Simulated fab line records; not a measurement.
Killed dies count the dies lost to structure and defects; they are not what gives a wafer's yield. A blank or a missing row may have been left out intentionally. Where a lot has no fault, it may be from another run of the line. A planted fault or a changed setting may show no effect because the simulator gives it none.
Split-lot study / flow berkeley cmos170 / 23 wafers read from 5 lots, route of 331 steps

== THE SPLIT ITSELF ==
At UCB170_SILICIDE_SPUTTER_01 (material Ti, target thk 30 nm, time 25 s), the setting time s was moved away from the recipe's 25 s on 7 of the 23 wafers read, by -14.6% to +14.5%. For the rest of the wafers, this setting stayed at what the recipe calls for.

== SPLIT TO READING: what lies between them in the file, 1 step ==
- UCB170_SILICIDE_RS_MEAS_02: measures by four-point-probe

== THE READING ==
SILICIDE_TI_THK, in nm, at UCB170_SILICIDE_THK_MEAS_03 (measures by xrf). A value of 30.5 nm with a standard deviation of 0.42 nm is what fault-free wafers of this fab line usually give.

wafer=L074.2; tool, chamber at the split=pvd sputter-01, -; time s as run, s=25; against the recipe=recipe; SILICIDE_TI_THK, nm=30.4; against lot-mates on the recipe=-
wafer=L074.3; tool, chamber at the split=pvd sputter-01, -; time s as run, s=25; against the recipe=recipe; SILICIDE_TI_THK, nm=30.5; against lot-mates on the recipe=-
wafer=L074.4; tool, chamber at the split=pvd sputter-01, -; time s as run, s=25; against the recipe=recipe; SILICIDE_TI_THK, nm=29.7; against lot-mates on the recipe=-
wafer=L074.5; tool, chamber at the split=pvd sputter-01, -; time s as run, s=25; against the recipe=recipe; SILICIDE_TI_THK, nm=31.0; against lot-mates on the recipe=-
wafer=L074.6; tool, chamber at the split=pvd sputter-01, -; time s as run, s=25; against the recipe=recipe; SILICIDE_TI_THK, nm=30.7; against lot-mates on the recipe=-
wafer=L075.2; tool, chamber at the split=pvd sputter-01, -; time s as run, s=25; against the recipe=recipe; SILICIDE_TI_THK, nm=31.0; against lot-mates on the recipe=-
wafer=L075.3; tool, chamber at the split=pvd sputter-01, -; time s as run, s=25; against the recipe=recipe; SILICIDE_TI_THK, nm=30.5; against lot-mates on the recipe=-
wafer=L075.4; tool, chamber at the split=pvd sputter-01, -; time s as run, s=25; against the recipe=recipe; SILICIDE_TI_THK, nm=30.7; against lot-mates on the recipe=-
wafer=L078.1; tool, chamber at the split=pvd sputter-03, -; time s as run, s=25; against the recipe=recipe; SILICIDE_TI_THK, nm=30.9; against lot-mates on the recipe=-
wafer=L078.2; tool, chamber at the split=pvd sputter-03, -; time s as run, s=27.04; against the recipe=+8.2%; SILICIDE_TI_THK, nm=32.9; against lot-mates on the recipe=+2.5
wafer=L078.3; tool, chamber at the split=pvd sputter-03, -; time s as run, s=27.04; against the recipe=+8.2%; SILICIDE_TI_THK, nm=32.2; against lot-mates on the recipe=+1.8
wafer=L078.4; tool, chamber at the split=pvd sputter-03, -; time s as run, s=27.04; against the recipe=+8.2%; SILICIDE_TI_THK, nm=32.4; against lot-mates on the recipe=+2.0
wafer=L078.6; tool, chamber at the split=pvd sputter-03, -; time s as run, s=25; against the recipe=recipe; SILICIDE_TI_THK, nm=29.9; against lot-mates on the recipe=-
wafer=L081.1; tool, chamber at the split=pvd sputter-03, -; time s as run, s=25; against the recipe=recipe; SILICIDE_TI_THK, nm=31.2; against lot-mates on the recipe=-
wafer=L081.2; tool, chamber at the split=pvd sputter-03, -; time s as run, s=25; against the recipe=recipe; SILICIDE_TI_THK, nm=30.8; against lot-mates on the recipe=-
wafer=L081.3; tool, chamber at the split=pvd sputter-03, -; time s as run, s=25; against the recipe=recipe; SILICIDE_TI_THK, nm=30.3; against lot-mates on the recipe=-
wafer=L081.4; tool, chamber at the split=pvd sputter-03, -; time s as run, s=21.35; against the recipe=-14.6%; SILICIDE_TI_THK, nm=25.7; against lot-mates on the recipe=-5.1
wafer=L081.6; tool, chamber at the split=pvd sputter-03, -; time s as run, s=21.35; against the recipe=-14.6%; SILICIDE_TI_THK, nm=25.7; against lot-mates on the recipe=-5.1
wafer=L080.1; tool, chamber at the split=pvd sputter-01, -; time s as run, s=28.62; against the recipe=+14.5%; SILICIDE_TI_THK, nm=34.9; against lot-mates on the recipe=+4.0
wafer=L080.2; tool, chamber at the split=pvd sputter-01, -; time s as run, s=25; against the recipe=recipe; SILICIDE_TI_THK, nm=30.6; against lot-mates on the recipe=-
wafer=L080.3; tool, chamber at the split=pvd sputter-01, -; time s as run, s=25; against the recipe=recipe; SILICIDE_TI_THK, nm=31.2; against lot-mates on the recipe=-
wafer=L080.4; tool, chamber at the split=pvd sputter-01, -; time s as run, s=28.62; against the recipe=+14.5%; SILICIDE_TI_THK, nm=34.4; against lot-mates on the recipe=+3.5
wafer=L080.5; tool, chamber at the split=pvd sputter-01, -; time s as run, s=25; against the recipe=recipe; SILICIDE_TI_THK, nm=31.0; against lot-mates on the recipe=-

FIT RESULTS
A straight line over all 23 wafers: SILICIDE_TI_THK changes by +0.296 nm for each +1% of time s; r = +0.98; the points scatter about the line by 0.46 nm.
The same after taking each lot's own level away (the mean of its wafers on the recipe; 23 wafers): +0.297 nm for each +1%; r = +0.98; scatter 0.44 nm.
On that fit, the largest move of time s shifts the reading by 4.3 nm.
From 30.40 to 30.93 nm: that is the span of the lots' own levels, equal to 1.3 times the standard deviation above.
The two slopes are in agreement: the lot-to-lot level therefore moves the slope only a little.
Check: with one of the wafers moved furthest among these (-14.6%) left out of the fit, the line predicts -4.27 nm for it against its lot-mates. Against them it came out at -5.07 nm.

== THESE WAFERS: OTHER SPLITS ==
These wafers also went through other splits before the reading. Each is held against what the fit with the lots' levels taken away leaves over:
other split on the same wafers=UCB170_NSD_IMPLANT_08 dose cm2; wafers away from the commonest value=10; r with SILICIDE_TI_THK (lot level and that fit taken away)=-0.01
other split on the same wafers=UCB170_BACKSIDE_SOFTBAKE_02 temp c; wafers away from the commonest value=4; r with SILICIDE_TI_THK (lot level and that fit taken away)=+0.07

== THE WHOLE CHAIN: every reading that the file lists as answering this split, in the file's order ==
step=UCB170_SILICIDE_SPUTTER_01; what it does=material Ti, target thk 30 nm, time 25 s; reading=Ti_of_SILICIDE_SPUTTER_01.thk nm (the simulator's own value, which no gauge read); change (the file's fit)=+0.296 nm for each +1% of the setting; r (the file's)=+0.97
step=UCB170_SILICIDE_RS_MEAS_02; what it does=measures by four-point-probe; reading=SILICIDE_TI_RS; change (the file's fit)=-0.312 for each +1% of the setting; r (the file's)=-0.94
step=UCB170_SILICIDE_THK_MEAS_03; what it does=measures by xrf; reading=SILICIDE_TI_THK; change (the file's fit)=+0.296 for each +1% of the setting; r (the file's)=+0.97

== FILE'S OWN FIT ==
SILICIDE_TI_THK changes by +0.296 nm for each +1% of time s, r = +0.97.
